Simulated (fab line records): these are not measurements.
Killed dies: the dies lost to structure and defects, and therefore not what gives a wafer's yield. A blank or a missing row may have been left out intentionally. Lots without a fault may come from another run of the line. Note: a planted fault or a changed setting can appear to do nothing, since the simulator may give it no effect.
2 desks looking at one fault ; flow rit-cmos ; what lay behind the numbers comes last; until then each desk has only its own

## DESK OF THE TOOL OWNER: litho-track-03
The tool's own readings at RIT_PSD_HMDS_00 (prime time 60 s): means of the sampled wafers that have a number, for each lot that ran on this tool. If a lot's mean is further than 4 standard deviations from the usual mean, the lot is out of limits and carries the mark OUT (the distance appears in the brackets).
Columns: A = chill-plate-temp-C at RIT_PSD_HMDS_00, usual 23.02 C; B = prime-temp-c at RIT_PSD_HMDS_00, usual 140.00 C
lot;first seen here;A;B
L375;day 3 11:46;23.00;140.04
L378;day 4 02:01;23.01;139.91
L386;day 5 17:17;22.91;141.56 (+12) OUT
L388;day 6 03:54;23.21;141.70 (+13) OUT
Finding of this desk: L386, L388 out of limits; the first was L386 at day 5 17:17, on prime-temp-c at RIT_PSD_HMDS_00. In limits: L375, L378.

## AT THE METROLOGY DESK
Lot by lot, what the gauges showed, no matter which tool ran the lot: averages of those sampled wafers that carry a number. If a lot's mean is further than 4 standard deviations from the usual mean, the lot is out of limits and carries the mark OUT (the distance appears in the brackets).
Columns: A = cd-nm at RIT_CONTACT_CD_MEAS_90, usual 999.0 nm
lot;first seen here;A
L374;day 3 10:35;1001.0
L375;day 3 16:40;996.9
L376;day 3 19:56;1001.2
L377;day 4 02:07;997.6
L378;day 4 06:37;999.0
L379;day 4 11:32;998.7
L386;day 5 22:10;1000.4
L388;day 6 08:39;994.4
L392;day 7 04:16;1000.1
L394;day 7 10:03;1000.8
L395;day 7 17:19;995.6
L396;day 7 21:20;1000.2
L397;day 8 04:34;995.0
This desk found nothing out of limits on any of the 13 lots.

## PUT TOGETHER
An alarm could have come from the tool owner's desk at day 5 17:17, on L386, L388.
At the metrology desk, nothing out of limits was observed.
The metrology desk has L386, L388 on record, within its limits.
On litho-track-03, each named lot ran RIT_PSD_HMDS_00.

## WHAT THE SIMULATOR HAD INSERTED
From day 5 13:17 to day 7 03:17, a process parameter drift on litho-track-03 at RIT_PSD_HMDS_00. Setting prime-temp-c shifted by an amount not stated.
Struck lots among those shown: L386, L388.
Hours from the fault's start to each desk's first reading out of limits: the tool owner's desk, 4.
